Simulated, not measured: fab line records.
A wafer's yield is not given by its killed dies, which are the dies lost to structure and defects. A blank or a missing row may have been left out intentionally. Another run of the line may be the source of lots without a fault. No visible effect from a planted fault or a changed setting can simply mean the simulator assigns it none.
Which of the tools did it?    flow berkeley_cmos170    14 lots with 42 wafers sampled at 2 steps, on a route of 331 steps

## WHAT EACH GAUGE READ, for each wafer
UCB170_M3_CD_MEAS_15: the cd target is 700 nm.
lot   measured      on         cd_nm (nm)
L705  day 7 15:56   cd_sem-02  696.7 697.9 696.6
L706  day 8 08:08   cd_sem-01  699.5 699.4 699.5
L707  day 8 16:16   cd_sem-01  702.4 700.6 702.5
L712  day 9 03:43   cd_sem-01  701.9 701.7 699.4
L715  day 9 14:43   cd_sem-01  699.2 699.6 699.7
L714  day 9 15:56   cd_sem-01  659.7 657.8 659.6
L716  day 10 02:19  cd_sem-02  668.5 668.5 668.7
L717  day 10 05:48  cd_sem-01  701.9 700.9 699.4
L719  day 10 16:37  cd_sem-02  698.5 698.4 699.7
L722  day 10 20:14  cd_sem-01  700.6 703.3 702.0
L721  day 10 21:10  cd_sem-01  699.6 699.7 699.8
L723  day 11 11:31  cd_sem-01  701.8 701.8 702.9
L725  day 11 21:47  cd_sem-02  698.1 697.2 698.1
L727  day 11 22:24  cd_sem-02  699.7 699.9 699.9

## EACH LOT AND THE TOOL THAT RAN IT (in order: tool; ch and the chambers of the sampled wafers; start)
lot   UCB170_M3_SOFTBAKE_11
L705  litho_track-02 ch 0, day 7 15:00
L706  litho_track-02 ch 0, day 8 06:00
L707  litho_track-04 ch 0, day 8 15:00
L712  litho_track-04 ch 0, day 9 02:00
L715  litho_track-01 ch 0, day 9 14:00
L714  litho_track-04 ch 0, day 9 15:00
L716  litho_track-04 ch 0, day 10 01:00
L717  litho_track-01 ch 0, day 10 05:00
L719  litho_track-01 ch 0, day 10 16:00
L722  litho_track-02 ch 0, day 10 19:00
L721  litho_track-02 ch 0, day 10 20:00
L723  litho_track-01 ch 0, day 11 10:00
L725  litho_track-02 ch 0, day 11 21:00
L727  litho_track-01 ch 0, day 11 21:00
- UCB170_M3_SOFTBAKE_11: time 60 s.

## WHAT THE TOOLS THEMSELVES READ (means of the sampled wafers that have a number; where no wafer has one, the mark that the record gives instead)
UCB170_M3_SOFTBAKE_11.
lot   tool            heater_power_total_W (W)  plate_temp_C (C)
L705  litho_track-02  56.82                     129.91
L706  litho_track-02  56.84                     129.95
L707  litho_track-04  56.77                     129.86
L712  litho_track-04  56.80                     129.91
L715  litho_track-01  56.80                     129.93
L714  litho_track-04  64.18                     142.84
L716  litho_track-04  64.21                     142.76
L717  litho_track-01  56.82                     130.11
L719  litho_track-01  56.76                     129.81
L722  litho_track-02  56.84                     130.05
L721  litho_track-02  56.78                     130.08
L723  litho_track-01  56.87                     129.99
L725  litho_track-02  56.81                     129.85
L727  litho_track-01  56.81                     130.09

## THE ANSWER, worked out from the rows above alone
Rule: what is usual is taken from the lots themselves. The widest of any qualifying gaps counts: lots, ordered by their means at a reading, are off when they make up no more than a third of the lots, leave a main group of 4 or more, and stand apart from it by 3 or more times the standard deviation of that group's means. A main group is skipped when, at the precision printed for the reading in the tables above, its means are all equal. Also off: a lot with no number at a reading for which 4 or more lots have one. Where the step has rows for the other lots, those lots are counted as sound. First the gauges in route order, then the tools' own readings, where a lot's mean is used as printed above. The first step at which some lot is off is used, and at that step the reading that is off furthest; a lot without a number counts as furthest.
Off at UCB170_M3_CD_MEAS_15 (cd_nm): L714, L716. For the main group the mean is 700.0 nm and the standard deviation 1.6.
If a tool, at a process step before that reading, ran all the lots that are off and no sound lot after the first of them, it fits. Not tried: the gauges at UCB170_M3_CD_MEAS_15; whatever is off there is also off at UCB170_M3_SOFTBAKE_11, on other tools, and gauge error can't account for it. One candidate fits, namely litho_track-04 at UCB170_M3_SOFTBAKE_11. A fault onset in the window from L712 (day 9 02:00, its last sound lot) to L714 (day 9 15:00, its first lot off) fits.
The tool's own readings at UCB170_M3_SOFTBAKE_11 bear it out: on the lots that are off they differ by more than 5 times the standard deviation of the sound lots' means. heater_power_total_W reads 64.19 W there against 56.81 W on the sound lots; plate_temp_C reads 142.80 C there against 129.96 C on the sound lots.

## WHAT THE SIMULATOR HAD INSERTED
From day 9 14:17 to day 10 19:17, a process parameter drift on litho_track-04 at UCB170_M3_SOFTBAKE_11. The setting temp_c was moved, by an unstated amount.
Shown lots that were struck: L714, L716. This agrees with what the rule above found.
